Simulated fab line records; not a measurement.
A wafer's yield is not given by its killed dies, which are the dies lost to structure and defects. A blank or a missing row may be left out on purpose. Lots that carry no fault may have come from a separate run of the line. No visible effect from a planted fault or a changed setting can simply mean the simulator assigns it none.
Which tool is to blame? + flow rit_cmos + 15 lots, 45 wafers sampled, at 2 steps of a route of 202

WHAT THE GAUGES READ, wafer by wafer
RIT_PRETRO_TW_MEAS_10. Usual: PRETRO_TW gives 470 (standard deviation 4.1).
| lot  | measured    | on            | PRETRO_TW   | flag |
|------|-------------|---------------|-------------|------|
| L418 | day 2 07:56 | film_metro-04 | 464 464 465 |      |
| L419 | day 2 12:58 | film_metro-02 | 471 471 474 |      |
| L421 | day 2 22:24 | film_metro-04 | 465 466 463 |      |
| L422 | day 3 04:14 | film_metro-04 | 470 472 467 |      |
| L430 | day 5 00:20 | film_metro-04 | 407 406 405 | OFF  |
| L431 | day 5 03:16 | film_metro-02 | 474 473 474 |      |
| L432 | day 5 06:36 | film_metro-03 | 414 418 415 | OFF  |
| L433 | day 5 12:08 | film_metro-04 | 407 405 406 | OFF  |
| L435 | day 5 20:26 | film_metro-04 | 466 467 467 |      |
| L436 | day 6 01:58 | film_metro-04 | 468 471 468 |      |
| L437 | day 6 06:43 | film_metro-02 | 476 474 474 |      |
| L438 | day 6 11:44 | film_metro-02 | 474 475 474 |      |
| L439 | day 6 16:17 | film_metro-03 | 477 478 477 |      |
| L440 | day 6 22:16 | film_metro-02 | 471 474 471 |      |
| L441 | day 7 02:37 | film_metro-03 | 471 473 472 |      |

WHICH TOOL RAN EACH LOT (tool, then ch and the chambers of the sampled wafers, then the start)
| lot  | RIT_PRETRO_IMPLANT_08          |
|------|--------------------------------|
| L418 | implanter-04 ch 0, day 2 07:37 |
| L419 | implanter-04 ch 0, day 2 12:38 |
| L421 | implanter-01 ch 0, day 2 22:05 |
| L422 | implanter-03 ch 0, day 3 03:55 |
| L430 | implanter-03 ch 0, day 5 00:01 |
| L431 | implanter-04 ch 0, day 5 02:57 |
| L432 | implanter-03 ch 0, day 5 06:17 |
| L433 | implanter-03 ch 0, day 5 11:48 |
| L435 | implanter-01 ch 0, day 5 20:08 |
| L436 | implanter-04 ch 0, day 6 01:39 |
| L437 | implanter-04 ch 0, day 6 06:26 |
| L438 | implanter-01 ch 0, day 6 11:25 |
| L439 | implanter-04 ch 0, day 6 15:59 |
| L440 | implanter-04 ch 0, day 6 21:58 |
| L441 | implanter-04 ch 0, day 7 02:17 |
- RIT_PRETRO_IMPLANT_08

AS READ BY THE TOOLS THEMSELVES (means over the sampled wafers that have a number; for cases with no such wafer, the mark the record gives instead)
RIT_PRETRO_IMPLANT_08. Usual: dose_ions_cm2 1.2e+13, standard deviation 1.2e+10; faraday_current_uA 38.0, standard deviation 0.72; tilt_deg 6.996 degrees, standard deviation 0.018.
| lot  | tool         | dose_ions_cm2 | faraday_current_uA | tilt_deg (degrees) | flag |
|------|--------------|---------------|--------------------|--------------------|------|
| L418 | implanter-04 | 1.2e+13       | 37.6               | 6.979              |      |
| L419 | implanter-04 | 1.2e+13       | 38.5               | 6.987              |      |
| L421 | implanter-01 | 1.2e+13       | 37.8               | 6.982              |      |
| L422 | implanter-03 | 1.2e+13       | 37.9               | 7.014              |      |
| L430 | implanter-03 | 7.7e+12       | 24.6               | 7.009              | OFF  |
| L431 | implanter-04 | 1.2e+13       | 37.3               | 6.981              |      |
| L432 | implanter-03 | 7.7e+12       | 24.5               | 6.979              | OFF  |
| L433 | implanter-03 | 7.7e+12       | 24.1               | 7.000              | OFF  |
| L435 | implanter-01 | 1.2e+13       | 37.8               | 6.994              |      |
| L436 | implanter-04 | 1.2e+13       | 38.4               | 7.002              |      |
| L437 | implanter-04 | 1.2e+13       | 38.2               | 6.993              |      |
| L438 | implanter-01 | 1.2e+13       | 38.1               | 6.993              |      |
| L439 | implanter-04 | 1.2e+13       | 37.7               | 7.005              |      |
| L440 | implanter-04 | 1.2e+13       | 38.4               | 7.016              |      |
| L441 | implanter-04 | 1.2e+13       | 38.2               | 6.983              |      |

THE ANSWER, worked out from the rows above alone
Rule: lot off if the mean of its wafers having a number is beyond 3 standard deviations from the usual mean. Also off: a lot with no number at a reading for which 4 or more lots have one. The other lots that the step has rows for count as sound. After the gauges, taken in route order, come the tools' own readings; for these a lot's mean is taken, as printed above. At the first step where some lot is off, the reading lying furthest off is the one used; lots without a number count as furthest.
Off: L430, L432, L433, at RIT_PRETRO_TW_MEAS_10 (PRETRO_TW).
A tool fits if, at a process step before that reading, it ran every lot that is off, and no sound lot after the first of them. The gauges at RIT_PRETRO_TW_MEAS_10 aren't tried: what is off there is off at RIT_PRETRO_IMPLANT_08 too, on other tools, and a gauge's error can't cause that. One fits: RIT_PRETRO_IMPLANT_08 on implanter-03. Its last sound lot is L422 (day 3 03:55), its first lot that is off L430 (day 5 00:01): a fault that began between those two fits.
The tool's own readings at RIT_PRETRO_IMPLANT_08 bear it out: on the lots that are off they differ by more than 5 times the standard deviation of the sound lots' means. dose_ions_cm2 reads 7.7e+12 there against 1.2e+13 on the sound lots; faraday_current_uA reads 24.4 there against 38.0 on the sound lots.

WHAT HAD BEEN PUT IN BY THE SIMULATOR
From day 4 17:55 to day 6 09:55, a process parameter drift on implanter-03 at RIT_PRETRO_IMPLANT_08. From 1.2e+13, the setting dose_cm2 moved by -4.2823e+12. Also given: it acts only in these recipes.
Struck lots among those shown: L430, L432, L433. Same finding as the rule above.
